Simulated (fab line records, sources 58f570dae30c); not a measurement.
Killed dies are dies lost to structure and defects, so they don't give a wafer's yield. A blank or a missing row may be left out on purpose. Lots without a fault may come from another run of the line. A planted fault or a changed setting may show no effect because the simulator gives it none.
A struck lot beside a sound one | flow berkeley_cmos170 | 15 steps out of a route of 331
Sound: wafers L466.1, L466.3, L466.4. Struck: wafers L472.1, L472.3, L472.6. The cause comes at the end.
At each step with rows: each side's tool, then ch and its chambers, then its first start. Under that, the readings that differ: sound wafers | struck wafers | difference of the means | sigmas: that difference in standard deviations of wafers without a fault.
alike: readings whose means differ by less than 2 such deviations, and words and numbers that are the same on both sides. not compared: withheld readings, readings that some wafer has no value for, bounds like >300 that may hide the same value, and numbers for which the record gives no deviation and whose values overlap.
The two part at a step that has a row with sigmas, a row that says differs or no value, or rows on one side only. Numbers that don't overlap but have no deviation are shown without sigmas and don't part them. A reading that every wafer of one side lacks parts them only if that side has two wafers or more.

UCB170_GATE_STRIP_16: strips in O2.
  sound on plasma_asher-04 ch 0,1, day 9 03:59; struck on plasma_asher-03 ch 0,1, day 10 09:17
  alike: drypump_motor_current_A, oes_product_au
  not compared: rf_hours_counter_h
UCB170_GATE_CD_MEAS_90: target cd 350 nm.
  sound on cd_sem-01, day 9 04:14; struck on cd_sem-02, day 10 09:24
  alike: cd_nm
then, 7 steps without rows for these wafers: UCB170_GATE_CLEAN_17 (cleans in SPM, time 600 s); UCB170_PLDD_HMDS_00 (prime time 60 s); UCB170_PLDD_COAT_01 (resist thk 900 nm); UCB170_PLDD_SOFTBAKE_02 (time 60 s); UCB170_PLDD_EXPOSE_03 (exposes mask PSELECT, target cd 1200 nm); UCB170_PLDD_PEB_04; UCB170_PLDD_DEVELOP_05 (develop time 45 s).
UCB170_PLDD_CD_MEAS_06: target cd 1200 nm.
  sound on cd_sem-01, day 9 06:15; struck on cd_sem-01, day 10 11:19
  reading    | sound                | struck               | difference | sigmas
  cd_nm (nm) | 1199.8 1200.9 1199.4 | 1197.0 1196.0 1198.1 | -3.0       | -2
UCB170_PLDD_OVL_MEAS_07:
  sound on overlay-01, day 9 06:22; struck on overlay-02, day 10 11:26
  reading       | sound    | struck  | difference | sigmas
  PLDD_OVL (nm) | -11 3 -6 | 1 10 12 | +12        | +2
then, 1 step without rows for these wafers: UCB170_PLDD_IMPLANT_08.
UCB170_PLDD_IMPLANT_09:
  sound on implanter-04 ch 0, day 9 06:33; struck on implanter-04 ch 0, day 10 11:38
  reading                | sound                | struck               | difference | sigmas
  rotation_deg (degrees) | 179.93 180.02 180.05 | 360.01 360.06 360.01 | +180.03    | +99 or more
UCB170_PLDD_STRIP_10: strips in O2.
  sound on plasma_asher-04 ch 0,1, day 9 06:42; struck on plasma_asher-03 ch 0,1, day 10 11:47
  alike: drypump_motor_current_A, oes_product_au, strip_time_to_endpoint_s
  not compared: rf_hours_counter_h
UCB170_M3_PROBE_99:
  the record has rows for the sound wafers here (prober-01, day 10 19:24) and none for the struck ones

WHERE THEY PART
First at UCB170_PLDD_CD_MEAS_06; last, within this record, at UCB170_M3_PROBE_99.

WHY: what the simulator had put in
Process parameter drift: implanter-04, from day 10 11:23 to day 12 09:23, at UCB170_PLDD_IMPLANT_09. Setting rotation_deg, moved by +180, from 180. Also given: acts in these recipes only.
